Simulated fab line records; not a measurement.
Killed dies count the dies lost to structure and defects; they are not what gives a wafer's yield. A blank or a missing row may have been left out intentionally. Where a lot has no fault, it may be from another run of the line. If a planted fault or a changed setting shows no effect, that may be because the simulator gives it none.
Chamber matching :: flow berkeleyCmos170 :: rieDiel-04 running UCB170_GATE_ETCH_14: 4 sister chambers
The step etches BARC in N2/H2. 4 wafers are shown with their chamber, then 7 later ones without.

== WAFERS PAIRED WITH THEIR CHAMBERS ==
wafer: L676.1
chamber: 2
throttleValvePct (%): 13.53

wafer: L693.4
chamber: 0
throttleValvePct (%): 13.29

wafer: L696.1
chamber: 3
throttleValvePct (%): 13.34

wafer: L696.4
chamber: 1
throttleValvePct (%): 13.58

== WAFERS WITHOUT THEIR CHAMBER ==
wafer: L696.6
throttleValvePct (%): 13.58

wafer: L697.1
throttleValvePct (%): 13.30

wafer: L697.4
throttleValvePct (%): 13.34

wafer: L697.5
throttleValvePct (%): 13.60

wafer: L699.4
throttleValvePct (%): 13.58

wafer: L699.5
throttleValvePct (%): 13.53

wafer: L699.6
throttleValvePct (%): 13.57

== WHICH CHAMBER EACH WENT THROUGH ==
wafer: L696.6
from the rows above: 1
in truth: 1

wafer: L697.1
from the rows above: 0
in truth: 0

wafer: L697.4
from the rows above: 3
in truth: 3

wafer: L697.5
from the rows above: 1
in truth: 1

wafer: L699.4
from the rows above: 1
in truth: 1

wafer: L699.5
from the rows above: 2
in truth: 2

wafer: L699.6
from the rows above: 1
in truth: 1
Placed correctly: 7 of 7. Number that these rows cannot place: 0. Placed wrongly: 0.
How it was worked out, from the rows above alone: a wafer's distance from a chamber is the root of the sum, over the readings, of the square of ((its reading less the chamber's mean) divided by the reading's scatter). If the next closest chamber is less than 2 further off than the closest, the wafer can't be placed; otherwise it belongs to the closest. For every chamber, the mean is computed from those of its wafers that are shown. The scatter: with one shown wafer a chamber, the root of the mean of the squares of how far each hidden wafer lies from its nearest shown one.
